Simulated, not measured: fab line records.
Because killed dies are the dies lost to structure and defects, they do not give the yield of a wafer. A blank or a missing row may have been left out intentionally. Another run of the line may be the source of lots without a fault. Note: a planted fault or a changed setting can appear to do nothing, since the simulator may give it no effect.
Which tool is to blame? :: flow berkeley-cmos170 :: 21 wafers from 7 lots sampled at 2 of the route's 331 steps

WHAT EACH GAUGE READ, for each wafer
UCB170_NWELL_THK_MEAS_02.
lot: L805
measured: day 2 05:53
on: film-metro-01
NWELL_OXIDE_THK (nm): 26.8 26.8 27.1

lot: L807
measured: day 3 00:02
on: film-metro-03
NWELL_OXIDE_THK (nm): 25.9 26.2 26.2

lot: L814
measured: day 4 07:00
on: film-metro-04
NWELL_OXIDE_THK (nm): 26.8 26.9 26.7

lot: L817
measured: day 4 17:41
on: film-metro-03
NWELL_OXIDE_THK (nm): 27.1 27.0 26.6

lot: L819
measured: day 5 02:47
on: film-metro-01
NWELL_OXIDE_THK (nm): 25.7 25.9 25.6

lot: L824
measured: day 6 03:41
on: film-metro-03
NWELL_OXIDE_THK (nm): 26.7 27.0 26.6

lot: L825
measured: day 6 14:24
on: film-metro-01
NWELL_OXIDE_THK (nm): 25.3 25.3 24.9

EACH LOT AND THE TOOL THAT RAN IT (in order: tool; ch and the chambers of the sampled wafers; start)
lot: L805
UCB170_ZERO_ETCH_06: rie-diel-01 ch 0,2,3, day 2 00:48

lot: L807
UCB170_ZERO_ETCH_06: rie-diel-01 ch 1,2, day 2 15:05

lot: L814
UCB170_ZERO_ETCH_06: rie-diel-04 ch 1,2,3, day 4 00:35

lot: L817
UCB170_ZERO_ETCH_06: rie-diel-04 ch 1,2, day 4 12:05

lot: L819
UCB170_ZERO_ETCH_06: rie-diel-02 ch 1,2, day 4 21:08

lot: L824
UCB170_ZERO_ETCH_06: rie-diel-04 ch 1,3, day 5 23:24

lot: L825
UCB170_ZERO_ETCH_06: rie-diel-02 ch 0,2,3, day 6 06:58
- UCB170_ZERO_ETCH_06: etches SiO2 in CHF3/CF4/Ar, time 12 s.

THE ANSWER, worked out from the rows above alone
Rule: what is usual is taken from the lots themselves. The widest of any qualifying gaps counts: lots, ordered by their means at a reading, are off when they make up no more than a third of the lots, leave a main group of 4 or more, and stand apart from it by 3 or more times the standard deviation of that group's means. The tables above print the reading to a certain number of digits; a main group whose means all agree to those digits is not used. A lot without any number at a reading at which 4 lots or more have one is off too. All remaining lots with rows at the step are treated as sound.
No lot is off at any reading shown: from this, nothing can be told.

WHAT WAS PUT IN BY THE SIMULATOR
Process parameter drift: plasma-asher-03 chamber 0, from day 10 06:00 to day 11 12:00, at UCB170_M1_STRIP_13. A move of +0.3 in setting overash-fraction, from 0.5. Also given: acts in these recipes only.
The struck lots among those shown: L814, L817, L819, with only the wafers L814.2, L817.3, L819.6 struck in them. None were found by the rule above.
